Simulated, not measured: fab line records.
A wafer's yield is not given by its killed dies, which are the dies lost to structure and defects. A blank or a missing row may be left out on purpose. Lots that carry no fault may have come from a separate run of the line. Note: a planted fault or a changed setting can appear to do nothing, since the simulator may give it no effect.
8D (eight disciplines) problem report, filled in by code -- flow rit_cmos -- the parts of the form that need people (team, actions taken, sign-off) are left out

1. WHAT IS WRONG
Wafers without a fault read 7.1, standard deviation 2.8; killed_at_front_end at RIT_M1_PROBE_99 reads a mean of 130.0 on 6 wafers belonging to 2 lots. That is +44 standard deviations from the usual mean.
First seen on wafer L271.1, day 5 09:40, on prober-02. Wafers with a number at this step in the record: 6, from 2 lots. Rule for "out", or "out of limits": more than 4 standard deviations from the usual mean. All remaining wafers that have a number are taken as sound.

2. WHAT IT IS, AND WHAT IT ISN'T
question,is,is not
which readings at this step,"killed_at_front_end, killed_dies, killed_on_rim","killed_at_contacts, killed_open, killed_short"
which lots,"L271, L273",-
which wafers of those lots,all that have a number,-
read on which tools,prober-02,-
when,from day 5 09:40,up to then (0 sound wafers)

3. SUSPECTS, AND WHAT RULES EACH OUT
Counting: a tool at a process step up to the reading stays a suspect if it ran every lot that is out and no sound lot after the first of them.
- furnace-04 at RIT_FOX1_OXIDATION_00 (target thk 350.7 nm, ox time 1130 s): kept. It ran every lot that is out, first L271 (day 3 00:59), and no sound lot after that.
- prober-02 at RIT_M1_PROBE_99: kept. It ran every lot that is out, first L271 (day 5 09:40), and no sound lot after that. Its own readings are out on those wafers: killed_at_front_end, killed_dies, killed_on_rim.
Remaining after the count are furnace-04 at RIT_FOX1_OXIDATION_00 and prober-02 at RIT_M1_PROBE_99.

4. THE CAUSE (what the simulator had put in)
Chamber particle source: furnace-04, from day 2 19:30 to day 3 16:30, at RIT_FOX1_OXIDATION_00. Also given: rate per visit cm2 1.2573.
Counting left 2 suspects, and this tool is among them.

5. THE CHAIN OF EFFECTS, in route order
One row per reading whose mean, taken over the struck wafers that have a number, lies over 3 standard deviations from the usual. Readings are gone through only where the record gives a usual standard deviation; hours: the median, over the lots, of the time from a lot's start at the first step in this table giving one to that lot's start at this step; sigmas: the change measured in usual standard deviations.
hours,step,reading,usual,on struck wafers,change,sigmas
0,RIT_M1_PROBE_99,killed_at_front_end,7.1,130.0,+122.9,+44
0,RIT_M1_PROBE_99,killed_dies,7.1,130.0,+122.9,+42
0,RIT_M1_PROBE_99,killed_on_rim,1.9,33.2,+31.3,+21
It contains these process steps:
- RIT_M1_PROBE_99

6. WHAT WOULD HAVE CAUGHT IT SOONER
62 hours passed between the start of the fault at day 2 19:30 and the first reading out of limits in this record, taken at day 5 09:40.
By day 5 09:40, every lot that is out (2) had started RIT_FOX1_OXIDATION_00 on furnace-04. None of them would have been spared by holding the tool at that moment.
